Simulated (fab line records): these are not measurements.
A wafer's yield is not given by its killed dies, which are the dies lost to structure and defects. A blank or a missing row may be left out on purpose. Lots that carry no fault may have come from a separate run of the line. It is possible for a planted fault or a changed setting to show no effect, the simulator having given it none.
Check of tool commonality | flow berkeley cmos170 | 48 wafers sampled across 14 lots

== WHAT PROMPTED THE OPENING ==
UCB170_SPACER_THK_MEAS_01, reading SPACER_TEOS_THK: flagged on 2 of 14 lots. No-fault wafers: 374 nm, standard deviation 5.1.
Rule: a lot is flagged in two cases, either no wafer of it has a number, or all its wafers with numbers fall more than 4 standard deviations from that mean. The other lots count as sound.

lot  | measured     | on            | SPACER_TEOS_THK (nm), wafer by wafer | flag
L425 | day 6 06:34  | film metro-03 | 369 374 382                          |
L427 | day 6 06:58  | film metro-04 | 367 375 374                          |
L426 | day 6 07:13  | film metro-03 | 374 371 372                          |
L434 | day 7 21:11  | film metro-03 | 374 372 376                          |
L433 | day 7 21:53  | film metro-02 | 423 431 430 423 431 431              | FLAGGED
L436 | day 8 05:43  | film metro-04 | 388 381 374                          |
L435 | day 8 06:11  | film metro-02 | 426 426 433 426 426 433              | FLAGGED
L438 | day 8 19:16  | film metro-04 | 370 383 376                          |
L439 | day 9 05:44  | film metro-02 | 367 381 384                          |
L442 | day 9 17:10  | film metro-04 | 382 379 383                          |
L441 | day 9 17:22  | film metro-03 | 372 371 376                          |
L444 | day 10 09:23 | film metro-02 | 374 370 377                          |
L445 | day 10 15:29 | film metro-04 | 376 365 377                          |
L447 | day 11 00:05 | film metro-04 | 374 377 373                          |
The mean of the flagged lots' numbers is 428 nm, +54 nm from the usual (+11 standard deviations).

== WHICH TOOL EACH LOT WENT THROUGH ==
The record keeps 1 process step preceding the reading, out of 331 steps on the route. Cell contents, in order: the tool; ch with the chambers the sampled wafers went through; the start.
lot  | flag    | UCB170_SPACER_CVD_00
L425 |         | pecvd-02 ch 0,1, day 6 06:31
L427 |         | pecvd-01 ch 0,2, day 6 06:55
L426 |         | pecvd-02 ch 0,1,2, day 6 07:09
L434 |         | pecvd-02 ch 1,2, day 7 21:06
L433 | FLAGGED | pecvd-01 ch 0,2, day 7 21:49
L436 |         | pecvd-04 ch 0,1,2, day 8 05:40
L435 | FLAGGED | pecvd-01 ch 0,1,2, day 8 06:08
L438 |         | pecvd-04 ch 0,1,2, day 8 19:13
L439 |         | pecvd-04 ch 0,2, day 9 05:41
L442 |         | pecvd-04 ch 0,1,2, day 9 17:07
L441 |         | pecvd-02 ch 0,2, day 9 17:18
L444 |         | pecvd-02 ch 1,2, day 10 09:20
L445 |         | pecvd-04 ch 0,2, day 10 15:27
L447 |         | pecvd-04 ch 0,1,2, day 11 00:01
What is done by these steps:
- UCB170_SPACER_CVD_00: deposits SiO2 from TEOS/O2, target thk 376 nm, time 47 s.
- UCB170_SPACER_THK_MEAS_01

== FLAGGED AGAINST TOTAL, ONE TOOL AT A TIME (gauges that did the reading follow at the end) ==
step                      | tool          | lots run | flagged | share of the flagged lots | sound lots run after its first flagged lot
UCB170_SPACER_CVD_00      | pecvd-01      | 3        | 2       | all                       | 0
UCB170_SPACER_CVD_00      | pecvd-02      | 5        | 0       | none                      | -
UCB170_SPACER_CVD_00      | pecvd-04      | 6        | 0       | none                      | -
UCB170_SPACER_THK_MEAS_01 | film metro-02 | 4        | 2       | all                       | 2 (L439,L444)
UCB170_SPACER_THK_MEAS_01 | film metro-03 | 4        | 0       | none                      | -
UCB170_SPACER_THK_MEAS_01 | film metro-04 | 6        | 0       | none                      | -

== THE TABLE: WHAT IT ALLOWS ==
In 2 table rows, all flagged lots were run: pecvd-01 (UCB170_SPACER_CVD_00), film metro-02 (UCB170_SPACER_THK_MEAS_01).
- pecvd-01 at UCB170_SPACER_CVD_00: 2 of its 3 lots flagged. Its last sound lot is L427 (day 6 06:55), its first flagged lot L433 (day 7 21:49): a fault that began between those two fits.
- film metro-02 at UCB170_SPACER_THK_MEAS_01: 2 of its 4 lots flagged. After the first flagged lot (L439, L444), sound lots still ran on it; a lasting fault on the whole tool would not permit that.
One tool is left: pecvd-01 at UCB170_SPACER_CVD_00.

== WHAT THE SIMULATOR PUT IN ==
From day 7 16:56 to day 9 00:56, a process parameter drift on pecvd-01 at UCB170_SPACER_CVD_00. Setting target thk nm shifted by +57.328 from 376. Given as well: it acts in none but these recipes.
Struck lots among those shown: L433, L435. The rule above found the same.
